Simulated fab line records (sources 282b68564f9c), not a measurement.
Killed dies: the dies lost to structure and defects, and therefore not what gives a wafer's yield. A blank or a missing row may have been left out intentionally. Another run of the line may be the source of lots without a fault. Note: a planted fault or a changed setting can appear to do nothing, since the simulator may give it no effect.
One fault seen from 2 desks	flow rit_cmos	each desk holds nothing but its own numbers, with what lay behind them at the end

== AT THE TOOL OWNER'S DESK: implanter-02 ==
The tool's own readings at RIT_PRETRO_IMPLANT_08: means of the sampled wafers that have a number, for each lot that ran on this tool. Marked OUT: a lot whose mean sits more than 4 standard deviations from the usual mean, which makes it out of limits; the brackets give that distance.
Columns: A = beam_energy_keV at RIT_PRETRO_IMPLANT_08, usual 44.996
lot	first seen here	A
L416	day 2 08:15	44.989
L420	day 3 03:38	39.780 (-99 or more) OUT
L421	day 3 09:54	39.753 (-99 or more) OUT
L425	day 4 03:58	39.768 (-99 or more) OUT
This desk's finding: out of limits on L420, L421, L425; first on L420, day 3 03:38 (beam_energy_keV at RIT_PRETRO_IMPLANT_08). In limits: L416.

== FROM THE METROLOGY DESK ==
Lot by lot, what the gauges showed, no matter which tool ran the lot: averages of those sampled wafers that carry a number. Marked OUT: a lot whose mean sits more than 4 standard deviations from the usual mean, which makes it out of limits; the brackets give that distance.
Columns: A = NRETRO_TW at RIT_NRETRO_TW_MEAS_10, usual 1051; B = PRETRO_OVL at RIT_PRETRO_OVL_MEAS_06, usual 1.0 nm
lot	first seen here	A	B
L416	day 2 07:01	1043	0.2
L420	day 3 02:20	1055	1.4
L421	day 3 08:33	1059	1.5
L425	day 4 02:38	1043	0.6
L427	day 4 12:42	1049	1.4
L430	day 5 04:20	1061	0.3
L438	day 6 20:20	1048	0.4
Result from this desk: across the 7 lots, nothing is out of limits.

== BROUGHT TOGETHER ==
An alarm could have come from the tool owner's desk at day 3 03:38, on L420, L421, L425.
Nothing out of limits was seen by the metrology desk.
The metrology desk holds a record of L420, L421, L425, inside its limits.
On implanter-02, each named lot ran RIT_PRETRO_IMPLANT_08.

== WHAT HAD BEEN PUT IN BY THE SIMULATOR ==
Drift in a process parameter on implanter-02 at RIT_PRETRO_IMPLANT_08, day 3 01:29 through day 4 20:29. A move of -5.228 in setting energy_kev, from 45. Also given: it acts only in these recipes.
Lots struck among those shown: L420, L421, L425.
Hours from the fault's start to each desk's first reading out of limits: the tool owner's desk, 2.
